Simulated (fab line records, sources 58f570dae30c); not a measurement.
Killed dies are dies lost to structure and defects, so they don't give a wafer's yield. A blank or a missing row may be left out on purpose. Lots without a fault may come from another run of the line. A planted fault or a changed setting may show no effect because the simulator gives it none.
Problem report in the 8D (eight disciplines) form, filled by code | flow berkeley_cmos170 | the parts of the form that need people (team, actions taken, sign-off) are left out

1. THE PROBLEM
oes_product_au at UCB170_M2_ETCH_17 reads a mean of 0.869 a.u. on 1 wafer of 1 lot; wafers without a fault read 0.997 a.u. with a standard deviation of 0.013. That is -9.8 standard deviations from the usual mean.
The step: etches BARC in N2/H2.
First seen on wafer L793.4, day 9 17:50, on rie_diel-03. The record holds 39 wafers of 13 lots with a number at this step. Rule for "out", or "out of limits": more than 4 standard deviations from the usual mean. The other wafers with a number count as sound.

2. WHAT IT IS AND WHAT IT IS NOT
question                    | is               | is not
which readings at this step | oes_product_au   | bias_w, drypump_motor_current_A, n2_flow_sccm, throttle_valve_pct
which lots                  | L793             | L784, L785, L787, L789, L791, L796, L799, L800, L801, L805, L806, L807
which wafers of those lots  | L793.4           | L793.2, L793.5
read on which tools         | rie_diel-03      | rie_diel-01, rie_diel-04
when                        | from day 9 17:50 | up to then (17 sound wafers); but 21 sound wafers of L796, L799, L800, L801, L805, L806, L807 came after

3. SUSPECTS, AND WHAT RULES EACH OUT
Counting: a tool at a process step up to the reading stays a suspect if it ran every lot that is out. Sound lots after the first of them don't rule it out here, since some wafers of a struck lot are sound.
- rie_diel-03 at UCB170_M2_ETCH_17 (etches BARC in N2/H2): kept. It ran the lot that is out, L793 (day 9 17:50); its last sound lot up to then is L791 (day 9 17:23). Its own readings are out on those wafers: oes_product_au.
- Within rie_diel-03 at UCB170_M2_ETCH_17: the wafers that are out ran in chamber 2; their sound lot-mates ran in chambers 1, 3.
Left after counting: rie_diel-03 at UCB170_M2_ETCH_17.

4. THE CAUSE (what the simulator had put in)
Process parameter drift: rie_diel-03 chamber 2, from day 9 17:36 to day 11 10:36, at UCB170_M2_ETCH_17. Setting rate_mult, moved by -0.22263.
Counting left only this tool.

5. THE CHAIN OF EFFECTS, in route order
Each row: a reading whose mean over the struck wafers that have a number lies more than 3 standard deviations from the usual. Only readings for which the record gives a usual standard deviation are gone through. hours: the time from each lot's start at the first step in this table that gives one to its start at this step, as a median over the lots. sigmas: the change in usual standard deviations.
hours | step              | reading        | usual      | on struck wafers | change | sigmas
0     | UCB170_M2_ETCH_17 | oes_product_au | 0.997 a.u. | 0.869            | -0.128 | -9.8
The process steps in it:
- UCB170_M2_ETCH_17: etches BARC in N2/H2.

6. WHAT WOULD HAVE CAUGHT IT SOONER
In this record the first reading out of limits was taken at day 9 17:50, 0 hours after the fault began at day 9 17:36.
